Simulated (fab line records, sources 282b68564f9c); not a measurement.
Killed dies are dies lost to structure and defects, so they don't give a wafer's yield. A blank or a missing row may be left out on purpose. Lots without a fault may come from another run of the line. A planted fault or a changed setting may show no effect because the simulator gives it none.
fab line records | flow rit_cmos
record lots=7 wafers=21 last_day=8
route steps=202 shown SPACER@126 NSD@131 M1@202
lots that met no fault: from a run of the same line without faults
start_h: hours from the record's first day to the start of the lot's first wafer shown | wait_h: hours since the lot's step before | " the same as in the row above | L1.1+2: a row that stands for several wafers | - no value, or no start given | * or withheld: withheld | < > ~ a bound
route shown NAME@n: a module of which the file shows steps, and the number in the route of the first | usual: mean/standard deviation of fault-free wafers | same: alike in all rows | chamber/n: place in a boat | sites: the reading at each site | _std_site: their standard deviation | _edge_site: outer sites' mean less inner sites' | radius_mm: how far each site lies from the wafer's centre | mask NAME#n: copy n | behind: the tool/chamber that last shaped the wafer | hold: why the lot was held/for how many hours/how that ended | device: the transistor (n, p or np) that didn't switch | end of line: the same wafers' tests at the end of the route | a step without rows: its recipe alone | killed: dies lost to structure and defects at the first sort, not the wafer's yield | map: a wafer's dies, x killed, . not, _ none there
set.NAME: the setting as run; set.NAME@STEP: as run at that earlier step | model.NAME: the simulator's own value behind a step, which no gauge read
lots at some steps of the route; a table a step, a row a wafer
services: from which hour (start_h, from the record's first day; less than 0 if before it) a tool's chamber was out of use, for how many hours, and why
## steps
# step RIT_SPACER_CLEAN_01
# recipe chemistry=dHF dilution=50:1 time_s=30
# step RIT_SPACER_CLEAN_02
# recipe chemistry=SC2 mix=3:3:50 time_s=600 temp_c=75 dry=n2_spin
# step RIT_SPACER_CVD_03
# recipe material=Si3N4 target_thk_nm=250 temp_c=810 precursor=SiH2Cl2/NH3 time_s=3300 pressure_mtorr=300 sih2cl2_flow_sccm=60 nh3_flow_sccm=150
# step RIT_SPACER_THK_MEAS_04
# recipe reads=Si3N4_of_SPACER_CVD_03
# usual SPACER_NITRIDE_THK=249.6/2
# columns lot.wafer tool chamber start_h wait_h SPACER_NITRIDE_THK[nm]
L235.2 film_metro-04 - 68.69 0.0 248.5
L235.3 " - " " 249.6
L235.6 " - " " 249.7
L241.4 film_metro-02 - 97.50 0.0 248.5
L241.5 " - " " 247.6
L241.6 " - " " 248.6
L243.1 film_metro-03 - 108.57 0.0 250.4
L243.5 " - " " 249.8
L243.6 " - " " 249.3
L244.1 film_metro-04 - 114.96 0.0 248.7
L244.2 " - " " 249.5
L244.6 " - " " 246.9
L245.2 film_metro-02 - 123.59 0.0 251.7
L245.3 " - " " 249.3
L245.4 " - " " 249.9
L248.1 film_metro-02 - 134.07 0.0 251.5
L248.2 " - " " 249.9
L248.5 " - " " 250.0
L254.3 film_metro-03 - 175.47 0.0 248.7
L254.4 " - " " 246.4
L254.5 " - " " 248.3
# step RIT_SPACER_ETCHBACK_05
# recipe target_depth_a=2500 SF6_flow_sccm=30 CHF3_flow_sccm=30 target=Si3N4 chemistry=SF6/CHF3 pressure_mtorr=40 rf_w=250 time_s=240 stop_on=SiO2
# usual drypump_motor_current_A=5.60/0.28 oes_product_au=0.848/0.0098 rf_fwd_power_W=249.3/0.73 throttle_valve_pct=10.27/0.13
# columns lot.wafer tool chamber start_h wait_h drypump_motor_current_A oes_product_au rf_fwd_power_W rf_hours_counter_h throttle_valve_pct
L235.2 rie_diel-02 2 68.74 0.0 6.24 0.842 248.6 158 10.12
L235.3 " 0 " " 5.78 0.841 250.1 92 10.10
L235.6 " 1 " " 5.63 0.840 248.6 - 10.52
L241.4 rie_diel-04 3 97.53 0.0 5.92 0.841 248.8 141 10.35
L241.5 " 2 " " 5.18 0.843 247.8 - 10.32
L241.6 " 3 " " 5.91 0.840 249.7 - 10.36
L243.1 rie_diel-02 3 108.63 0.1 5.55 0.854 250.5 0 10.29
L243.5 " 0 " " 5.74 0.843 248.6 - 10.08
L243.6 " 3 " " 5.53 0.856 249.6 - 10.30
L244.1 rie_diel-01 3 115.02 0.1 5.54 0.852 248.2 13 10.33
L244.2 " 1 " " 5.23 0.846 248.3 25 10.19
L244.6 " 3 " " 5.54 0.852 248.9 - 10.31
L245.2 rie_diel-01 3 123.64 0.0 5.55 0.863 249.0 13 10.31
L245.3 " 1 " " 5.20 0.850 248.4 25 10.20
L245.4 " 2 " " 5.51 0.853 250.0 0 10.38
L248.1 rie_diel-04 1 134.13 0.1 5.70 0.861 250.5 51 10.23
L248.2 " 2 " " 5.18 0.852 249.5 115 10.32
L248.5 " 1 " " 5.72 0.852 249.9 - 10.22
L254.3 rie_diel-01 1 175.51 0.0 5.20 0.842 249.8 26 10.19
L254.4 " 3 " " 5.52 0.848 249.8 13 10.30
L254.5 " 1 " " 5.20 0.837 249.9 - 10.19
# step RIT_NSD_HMDS_00
# recipe prime_time_s=60 prime_temp_c=140
# step RIT_NSD_COAT_01
# recipe resist=NOVOLAK spin_rpm=3250 resist_thk_nm=1000
# step RIT_NSD_SOFTBAKE_02
# recipe resist=NOVOLAK temp_c=90 time_s=60
# step RIT_NSD_EXPOSE_03
# recipe mask_id=M9 na=0.57 target_cd_nm=40700 dose_mj=250
# step RIT_NSD_PEB_04
# recipe resist=NOVOLAK temp_c=withheld time_s=withheld
# step RIT_NSD_DEVELOP_05
# recipe resist=NOVOLAK develop_time_s=50 dev_temp_c=23
# step RIT_NSD_OVL_MEAS_06
# usual NSD_OVL=0.0/1.4
# columns lot.wafer tool chamber start_h wait_h NSD_OVL[nm]
L235.2 overlay-01 - 69.93 - 1.1
L235.3 " - " " 3.7
L235.6 " - " " 3.1
L241.4 overlay-01 - 98.55 - 1.2
L241.5 " - " " -0.3
L241.6 " - " " 0.7
L243.1 overlay-01 - 109.63 - -1.3
L243.5 " - " " -1.0
L243.6 " - " " -2.7
L244.1 overlay-01 - 116.02 - -0.9
L244.2 " - " " -1.5
L244.6 " - " " -2.0
L245.2 overlay-01 - 124.65 - -0.1
L245.3 " - " " -0.8
L245.4 " - " " -1.6
L248.1 overlay-01 - 135.33 - 2.1
L248.2 " - " " 2.3
L248.5 " - " " 1.0
L254.3 overlay-01 - 176.52 - -0.4
L254.4 " - " " -0.6
L254.5 " - " " 0.5
# step RIT_NSD_HARDBAKE_07
# recipe resist=NOVOLAK temp_c=140 time_s=60
# usual heater_power_total_W=62.55/0.045 plate_temp_C=139.99/0.15
# columns lot.wafer tool chamber start_h wait_h heater_power_total_W plate_temp_C model.NOVOLAK_of_NSD_COAT_01.thk_nm
L235.2 litho_track-03 0 69.98 0.0 62.59 140.26 884.5
L235.3 " 0 " " 62.54 140.00 884.8
L235.6 " 0 " " 62.63 139.80 884.2
L241.4 litho_track-02 0 98.64 0.1 62.57 140.17 885.5
L241.5 " 0 " " 62.57 139.92 883.5
L241.6 " 0 " " 62.46 140.11 884.4
L243.1 litho_track-03 0 109.66 0.0 62.53 140.03 883.2
L243.5 " 0 " " 62.51 140.08 883.1
L243.6 " 0 " " 62.63 139.93 883
L244.1 litho_track-02 0 116.06 0.0 58.39 132.99 899.9
L244.2 " 0 " " 58.37 132.96 901.3
L244.6 " 0 " " 58.38 132.44 901
L245.2 litho_track-02 0 124.71 0.0 58.38 132.90 897.8
L245.3 " 0 " " 58.38 132.78 898.7
L245.4 " 0 " " 58.41 132.77 900.5
L248.1 litho_track-02 0 135.36 0.0 58.40 132.97 900.7
L248.2 " 0 " " 58.41 132.76 899.9
L248.5 " 0 " " 58.41 132.72 896.5
L254.3 litho_track-03 0 176.59 0.1 62.59 139.74 884.3
L254.4 " 0 " " 62.49 139.85 880
L254.5 " 0 " " 62.49 140.00 881.6
# step RIT_NSD_IMPLANT_08
# recipe species=P energy_kev=25 dose_cm2=1e+15 tilt_deg=7
# step RIT_M1_PROBE_99
# usual killed_at_contacts=0.0/0.25 killed_at_front_end=6.6/2.7 killed_dies=6.7/2.7 killed_open=3.3/1.9 killed_short=3.4/1.9
# same gross_dies=264 killed_at_M0_to_M3=0 killed_at_M4_up=0 killed_at_back_side=0 killed_at_other=0
# columns lot.wafer tool chamber start_h wait_h killed_at_contacts killed_at_front_end killed_dies killed_open killed_short
L235.2 prober-01 - 80.47 0.1 0 9 9 3 6
L235.3 prober-01 - 80.52 0.2 0 9 9 8 1
L235.6 prober-01 - 80.67 0.2 0 7 7 3 4
L241.4 prober-01 - 110.99 0.2 0 7 7 3 4
L241.5 prober-01 - 111.04 0.2 0 11 11 6 5
L241.6 prober-01 - 111.09 0.2 0 8 8 3 5
L243.1 prober-01 - 119.69 0.1 0 10 10 3 7
L243.5 prober-01 - 119.89 0.2 0 13 13 4 9
L243.6 prober-01 - 119.94 0.2 0 9 9 4 5
L244.1 prober-02 - 126.24 0.1 2 8 10 3 7
L244.2 prober-02 - 126.29 0.1 0 4 4 3 1
L244.6 prober-02 - 126.49 0.2 0 8 8 5 3
L245.2 prober-01 - 134.51 0.1 0 9 9 1 8
L245.3 prober-01 - 134.56 0.2 0 3 3 2 1
L245.4 prober-01 - 134.61 0.2 0 3 3 2 1
L248.1 prober-01 - 148.20 0.1 0 5 5 2 3
L248.2 prober-01 - 148.25 0.1 0 8 8 1 7
L248.5 prober-01 - 148.40 0.2 0 7 7 3 4
L254.3 prober-02 - 187.69 0.2 0 6 6 3 3
L254.4 prober-02 - 187.74 0.2 0 5 5 2 3
L254.5 prober-02 - 187.79 0.2 0 6 6 1 5
# killed by level:class
L235.2 FOX1:geometric_particle:short=2 GATE:geometric_particle:short=2 FOX1:geometric_particle:open=1 FOX2:geometric_particle:short=1 FOX2:geometric_particle:open=1 GATE:geometric_particle:open=1 SILICIDE:geometric_particle:short=1
L235.3 FOX1:geometric_particle:open=4 GATE:geometric_particle:open=2 ACTIVE:geometric_particle:open=1 FOX1:geometric_particle:short=1 REOX:geometric_particle:open=1
L235.6 GATE:geometric_particle:short=2 FOX1:geometric_particle:open=1 FOX1:geometric_particle:short=1 SPACER:geometric_particle:short=1 SPACER:geometric_particle:open=1 SILICIDE:geometric_particle:open=1
L241.4 GATE:geometric_particle:open=2 GATE:geometric_particle:short=2 FOX1:geometric_particle:short=1 FOX2:geometric_particle:short=1 SILICIDE:geometric_particle:open=1
L241.5 GATE:geometric_particle:short=4 GATE:geometric_particle:open=2 FOX2:geometric_particle:open=1 REOX:geometric_particle:open=1 SPACER:geometric_particle:open=1 SILICIDE:geometric_particle:open=1 SILICIDE:geometric_particle:short=1
L241.6 GATE:geometric_particle:short=2 SPACER:geometric_particle:open=2 FOX1:geometric_particle:short=1 FOX2:geometric_particle:short=1 REOX:geometric_particle:open=1 SPACER:geometric_particle:short=1
L243.1 REOX:geometric_particle:short=3 SPACER:geometric_particle:short=2 SILICIDE:geometric_particle:open=2 FOX1:geometric_particle:open=1 GATE:geometric_particle:short=1 SILICIDE:geometric_particle:short=1
L243.5 SILICIDE:geometric_particle:short=3 FOX1:geometric_particle:short=2 GATE:geometric_particle:open=2 SPACER:geometric_particle:open=2 SPACER:geometric_particle:short=2 FOX2:geometric_particle:short=1 REOX:geometric_particle:short=1
L243.6 SPACER:geometric_particle:short=3 GATE:geometric_particle:open=2 FOX1:geometric_particle:short=1 GATE:geometric_particle:short=1 SPACER:geometric_particle:open=1 SILICIDE:geometric_particle:open=1
L244.1 FOX1:geometric_particle:short=2 FOX1:geometric_particle:open=2 GATE:geometric_particle:short=2 CONTACT:geometric_particle:short=2 SPACER:geometric_particle:open=1 SPACER:geometric_particle:short=1
L244.2 FOX1:geometric_particle:open=2 SPACER:geometric_particle:short=1 SILICIDE:geometric_particle:open=1
L244.6 GATE:geometric_particle:open=3 REOX:geometric_particle:short=2 FOX1:geometric_particle:open=1 REOX:geometric_particle:open=1 SPACER:geometric_particle:short=1
L245.2 GATE:geometric_particle:short=3 FOX1:geometric_particle:short=2 SILICIDE:geometric_particle:short=2 REOX:geometric_particle:open=1 SPACER:geometric_particle:short=1
L245.3 FOX1:geometric_particle:open=1 FOX1:geometric_particle:short=1 SPACER:geometric_particle:open=1
L245.4 SILICIDE:geometric_particle:open=2 GATE:geometric_particle:short=1
L248.1 GATE:geometric_particle:short=2 FOX1:geometric_particle:open=1 GATE:geometric_particle:open=1 REOX:geometric_particle:short=1
L248.2 FOX1:geometric_particle:short=2 REOX:geometric_particle:short=2 FOX2:geometric_particle:short=1 GATE:geometric_particle:open=1 SPACER:geometric_particle:short=1 SILICIDE:geometric_particle:short=1
L248.5 FOX1:geometric_particle:open=2 GATE:geometric_particle:short=2 FOX1:geometric_particle:short=1 FOX2:geometric_particle:short=1 FOX2:geometric_particle:open=1
L254.3 GATE:geometric_particle:open=2 FOX1:geometric_particle:short=1 FOX2:geometric_particle:short=1 GATE:geometric_particle:short=1 SPACER:geometric_particle:open=1
L254.4 FOX2:geometric_particle:open=2 GATE:geometric_particle:short=2 FOX2:geometric_particle:short=1
L254.5 SPACER:geometric_particle:short=3 GATE:geometric_particle:short=2 SPACER:geometric_particle:open=1
## services
# columns tool chamber start_h hours kind
rie_diel-02 2 47.65 11.6 repair
rie_diel-04 0 58.18 22.7 repair
rie_diel-02 3 74.83 - clean
rie_diel-02 3 74.83 14.3 scheduled_down
rie_diel-02 3 74.83 14.3 vent_cycle
rie_diel-01 2 80.22 - clean
rie_diel-01 2 80.22 23.5 scheduled_down
rie_diel-01 2 80.22 23.5 vent_cycle
rie_diel-02 2 104.54 - clean
rie_diel-02 2 104.54 30.5 scheduled_down
rie_diel-02 2 104.54 30.5 vent_cycle
rie_diel-02 1 109.40 4.0 repair
rie_diel-04 3 127.92 6.3 repair
rie_diel-01 2 132.48 1.5 repair
rie_diel-04 0 133.90 50.4 repair
rie_diel-01 3 136.69 4.3 repair
rie_diel-02 1 137.78 - clean
rie_diel-02 1 137.78 12.7 scheduled_down
rie_diel-02 1 137.78 12.7 vent_cycle
## key
first_sign step=RIT_NSD_HARDBAKE_07 reading=heater_power_total_W direction=down sigmas=92 usual=62.55 struck=58.39
effect step=RIT_NSD_HARDBAKE_07 reading=plate_temp_C direction=down sigmas=49 usual=* struck=*
model_effect step=RIT_NSD_HARDBAKE_07 value=NOVOLAK_of_NSD_COAT_01.thk_nm without=886.9 struck=899.6
met_at RIT_NSD_HARDBAKE_07
struck_wafers L244.1,L244.2,L244.6,L245.2,L245.3,L245.4,L248.1,L248.2,L248.5
tester_left_out L244,L245,L248
onset_between 98.64 116.06
fault kind=process_parameter_drift tool=litho_track-02 chamber=- onset_h=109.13 steps=RIT_NSD_HARDBAKE_07 channel=temp_c offset=* shape=step end_h=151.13 acts_in=* stated=*
# tester_left_out: of these lots the tester's yield and bins aren't shown, on N5 and GAA mostly nor the transistor test; their killed dies are dies lost to structure and defects alone, not to doping, threshold or leakage, so they don't give the yield
